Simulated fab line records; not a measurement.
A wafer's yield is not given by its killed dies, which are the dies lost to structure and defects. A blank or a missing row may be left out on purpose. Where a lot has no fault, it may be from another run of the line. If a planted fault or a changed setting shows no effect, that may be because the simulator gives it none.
Which of the tools did it?	flow berkeleyCmos170	39 wafers from 13 lots sampled at 6 of the route's 331 steps

== WHAT EACH GAUGE READ, for each wafer ==
UCB170_ACTIVE_OVL_MEAS_14.
lot	measured	on	ACTIVE_OVL (nm)
L497	day 4 16:25	overlay-02	-1 -5 2
L498	day 4 16:32	overlay-01	-1 -4 1
L499	day 5 03:56	overlay-02	3 1 -1
L501	day 5 13:16	overlay-02	0 -3 -7
L503	day 5 23:07	overlay-01	-5 -8 -3
L505	day 6 03:27	overlay-02	-5 -10 6
L504	day 6 03:41	overlay-01	11 -1 5
L506	day 6 11:47	overlay-01	2 -2 -1
L510	day 7 05:35	overlay-02	4 3 1
L515	day 8 09:31	overlay-01	-3 -5 -12
L516	day 8 16:04	overlay-02	0 -2 5
L517	day 8 16:19	overlay-01	4 1 6
L518	day 9 07:54	overlay-01	-2 -7 -6

UCB170_SCREENOX_THK_MEAS_02.
lot	measured	on	SCREENOX_OXIDE_THK (nm)
L497	day 6 03:52	filmMetro-04	13.88 13.96 13.88
L498	day 6 03:54	filmMetro-03	13.98 13.81 14.10
L499	day 6 03:49	filmMetro-04	14.03 14.30 14.11
L501	day 6 12:44	filmMetro-03	14.31 14.27 14.17
L503	day 7 03:20	filmMetro-01	14.39 14.11 14.23
L505	day 7 03:25	filmMetro-03	14.47 14.44 14.60
L504	day 7 03:20	filmMetro-04	14.27 14.26 14.25
L506	day 7 11:25	filmMetro-01	13.98 14.45 14.44
L510	day 8 06:29	filmMetro-01	13.89 13.99 14.04
L515	day 9 12:44	filmMetro-04	14.58 14.58 14.71
L516	day 9 20:02	filmMetro-03	14.01 14.01 13.99
L517	day 9 20:02	filmMetro-01	14.09 14.18 13.82
L518	day 10 07:01	filmMetro-03	14.27 14.43 14.30

UCB170_NVT_OVL_MEAS_06.
lot	measured	on	NVT_OVL (nm)
L497	day 6 08:41	overlay-02	4 -2 -7
L498	day 6 08:58	overlay-02	-2 -4 -3
L499	day 6 08:02	overlay-01	-11 -12 -15
L501	day 6 17:29	overlay-01	-3 -7 -3
L503	day 7 09:22	overlay-02	-1 0 -8
L505	day 7 09:11	overlay-02	-9 -2 -5
L504	day 7 09:29	overlay-01	0 3 0
L506	day 7 15:18	overlay-02	- - -
L510	day 8 10:36	overlay-01	3 -10 -7
L515	day 9 16:14	overlay-01	-4 -11 -5
L516	day 10 02:00	overlay-02	2 0 0
L517	day 10 02:16	overlay-01	8 -3 1
L518	day 10 12:17	overlay-01	-11 -6 2

UCB170_NVT_TW_MEAS_09.
lot	measured	on	NVT_TW
L497	day 6 08:58	filmMetro-02	526 527 525
L498	day 6 09:15	filmMetro-02	527 530 527
L499	day 6 08:20	filmMetro-04	521 522 519
L501	day 6 17:47	filmMetro-03	525 523 525
L503	day 7 09:40	filmMetro-04	523 526 523
L505	day 7 09:28	filmMetro-02	524 524 528
L504	day 7 09:47	filmMetro-03	522 520 519
L506	day 7 15:35	filmMetro-04	30 30 30
L510	day 8 10:53	filmMetro-02	530 529 527
L515	day 9 16:32	filmMetro-02	525 525 523
L516	day 10 02:17	filmMetro-03	527 526 526
L517	day 10 02:34	filmMetro-02	525 527 523
L518	day 10 12:35	filmMetro-02	525 526 526

UCB170_PVT_TW_MEAS_09.
lot	measured	on	PVT_TW
L497	day 6 11:56	filmMetro-02	511 511 511
L498	day 6 12:13	filmMetro-02	511 509 508
L499	day 6 11:08	filmMetro-02	509 508 509
L501	day 6 19:38	filmMetro-04	504 503 503
L503	day 7 12:11	filmMetro-01	508 507 508
L505	day 7 11:39	filmMetro-04	509 509 508
L504	day 7 12:52	filmMetro-02	506 513 504
L506	day 7 19:32	filmMetro-04	509 509 506
L510	day 8 13:40	filmMetro-02	514 513 509
L515	day 9 18:14	filmMetro-01	508 509 511
L516	day 10 04:23	filmMetro-04	499 502 502
L517	day 10 04:40	filmMetro-02	508 508 508
L518	day 10 14:10	filmMetro-04	501 503 503

== WHAT TOOL EACH LOT RAN ON (gives the tool, then ch and the chambers of the sampled wafers, and finally the start) ==
lot	UCB170_NVT_EXPOSE_03
L497	krfScanner-01 ch 0, day 6 07:26
L498	krfScanner-02 ch 0, day 6 07:42
L499	krfScanner-02 ch 0, day 6 07:11
L501	krfScanner-02 ch 0, day 6 17:07
L503	krfScanner-01 ch 0, day 7 08:49
L505	krfScanner-01 ch 0, day 7 08:37
L504	krfScanner-01 ch 0, day 7 08:55
L506	krfScanner-02 ch 0, day 7 14:55
L510	krfScanner-02 ch 0, day 8 10:07
L515	krfScanner-01 ch 0, day 9 15:51
L516	krfScanner-01 ch 0, day 10 01:36
L517	krfScanner-01 ch 0, day 10 01:43
L518	krfScanner-01 ch 0, day 10 11:54
- UCB170_NVT_EXPOSE_03: exposes mask PWELL, target cd 3000 nm.

== WHAT THE TOOLS THEMSELVES READ (means of the sampled wafers that have a number; where no wafer has one, the mark that the record gives instead) ==
The record holds no such reading with a usual standard deviation.

== THE ANSWER, worked out from the rows above alone ==
Rule: usual is defined by the lots themselves. Put in order of their means at a reading, lots are off if they are a third of the lots or fewer, leave a main group of 4 or more, and stand apart from it by a gap of 3 or more times the standard deviation of the main group's means; of several such gaps the widest counts. If all means in a main group match to the digits the tables above print for the reading, that group is not used. A lot without any number at a reading at which 4 lots or more have one is off too. Where the step has rows for the other lots, those lots are counted as sound. Order of review: gauges by route order, followed by the tools' own readings, for which a lot's mean as printed above is used. The first step at which some lot is off is used, and at that step the reading that is off furthest; a lot without a number counts as furthest.
Off: L506, seen at UCB170_NVT_OVL_MEAS_06 (NVT_OVL). Without a number there: L506. Mean -4 nm and standard deviation 3.8 in the main group.
A tool fits if, at a process step before that reading, it ran every lot that is off, and no sound lot after the first of them. Not tried: the gauges at UCB170_NVT_OVL_MEAS_06; whatever is off there is also off at UCB170_NVT_TW_MEAS_09, on other tools, and gauge error can't account for it. Not one of the candidates tried fits.

== WHAT THE SIMULATOR HAD PUT IN ==
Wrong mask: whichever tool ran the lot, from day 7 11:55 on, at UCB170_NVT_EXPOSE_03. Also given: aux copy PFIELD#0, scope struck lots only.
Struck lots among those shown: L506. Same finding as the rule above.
